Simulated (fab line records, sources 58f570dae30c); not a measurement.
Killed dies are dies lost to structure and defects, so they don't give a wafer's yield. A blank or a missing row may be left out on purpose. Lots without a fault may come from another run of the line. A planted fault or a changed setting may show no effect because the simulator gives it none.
Which tool did it? | flow berkeley_cmos170 | 13 lots, 39 wafers sampled, at 3 steps of a route of 331

WHAT THE GAUGES READ, wafer by wafer
UCB170_PWELL_THK_MEAS_03.
lot  | measured    | on            | PWELL_OXIDE_THK (nm)
L341 | day 2 23:11 | film_metro-03 | 27.0 26.8 26.9
L342 | day 2 23:11 | film_metro-04 | 26.6 26.6 26.3
L344 | day 3 06:37 | film_metro-04 | 25.6 25.7 26.3
L349 | day 4 09:12 | film_metro-02 | 26.2 26.1 26.3
L350 | day 4 20:31 | film_metro-02 | 25.7 25.5 25.5
L351 | day 4 23:22 | film_metro-02 | 26.1 26.1 25.5
L354 | day 5 17:50 | film_metro-03 | 25.8 25.6 26.2
L355 | day 5 17:51 | film_metro-02 | 25.7 25.3 25.8
L356 | day 6 00:16 | film_metro-02 | 27.1 27.1 27.6
L357 | day 6 00:17 | film_metro-03 | 26.3 26.2 26.4
L358 | day 6 06:19 | film_metro-02 | 26.0 25.9 25.9
L359 | day 6 09:38 | film_metro-02 | 26.0 26.3 25.9
L362 | day 7 02:04 | film_metro-03 | 24.3 25.1 24.8

UCB170_PSD_OVL_MEAS_07.
lot  | measured     | on         | PSD_OVL (nm)
L341 | day 6 20:04  | overlay-01 | 2 -3 -4
L342 | day 6 19:55  | overlay-02 | 2 4 4
L344 | day 6 19:33  | overlay-02 | 1 -1 4
L349 | day 8 02:49  | overlay-01 | -160 -151 -156
L350 | day 8 15:02  | overlay-01 | -155 -160 -168
L351 | day 8 15:19  | overlay-01 | -5 -10 -6
L354 | day 9 18:29  | overlay-02 | -2 -4 4
L355 | day 9 18:12  | overlay-01 | -8 -5 -16
L356 | day 9 18:31  | overlay-01 | 0 1 2
L357 | day 9 18:37  | overlay-02 | 5 -12 -6
L358 | day 10 06:23 | overlay-02 | -6 -6 5
L359 | day 9 21:46  | overlay-02 | 0 3 6
L362 | day 10 21:09 | overlay-02 | 0 7 2

WHICH TOOL RAN EACH LOT (tool, then ch and the chambers of the sampled wafers, then the start)
lot  | UCB170_PSD_EXPOSE_03
L341 | krf_scanner-01 ch 0, day 6 19:29
L342 | krf_scanner-01 ch 0, day 6 19:00
L344 | krf_scanner-02 ch 0, day 6 18:44
L349 | krf_scanner-02 ch 0, day 8 01:58
L350 | krf_scanner-02 ch 0, day 8 14:31
L351 | krf_scanner-01 ch 0, day 8 14:47
L354 | krf_scanner-01 ch 0, day 9 17:20
L355 | krf_scanner-01 ch 0, day 9 17:14
L356 | krf_scanner-01 ch 0, day 9 17:28
L357 | krf_scanner-01 ch 0, day 9 17:43
L358 | krf_scanner-01 ch 0, day 10 05:52
L359 | krf_scanner-01 ch 0, day 9 21:13
L362 | krf_scanner-01 ch 0, day 10 20:22
- UCB170_PSD_EXPOSE_03: exposes mask PSELECT MOD, target cd 1200 nm.

WHAT THE TOOLS THEMSELVES READ (means of the sampled wafers that have a number; where no wafer has one, the mark that the record gives instead)
The record holds no such reading with a usual standard deviation.

THE ANSWER, worked out from the rows above alone
Rule: what is usual is taken from the lots themselves. Put in order of their means at a reading, lots are off if they are a third of the lots or fewer, leave a main group of 4 or more, and stand apart from it by a gap of 3 or more times the standard deviation of the main group's means; of several such gaps the widest counts. A main group whose means are all the same, to the digits that the tables above print for the reading, isn't used. A lot without any number at a reading at which 4 lots or more have one is off too. The other lots that the step has rows for count as sound. The gauges are gone through in route order, then the tools' own readings, and for those a lot's mean is taken as printed above. The first step at which some lot is off is used, and at that step the reading that is off furthest; a lot without a number counts as furthest.
Off: L349, L350, at UCB170_PSD_OVL_MEAS_07 (PSD_OVL). The main group: mean -1 nm, standard deviation 4.1.
A tool fits if, at a process step before that reading, it ran every lot that is off, and no sound lot after the first of them. The gauges at UCB170_PSD_OVL_MEAS_07 are tried like those tools. One fits: krf_scanner-02 at UCB170_PSD_EXPOSE_03. Its last sound lot is L344 (day 6 18:44), its first lot that is off L349 (day 8 01:58): a fault that began between those two fits.

WHAT THE SIMULATOR HAD PUT IN
Scanner matching overlay: krf_scanner-02, from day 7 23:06 on, at UCB170_PSD_EXPOSE_03. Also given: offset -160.
Lots struck among those shown: L349, L350. The rule above found the same.
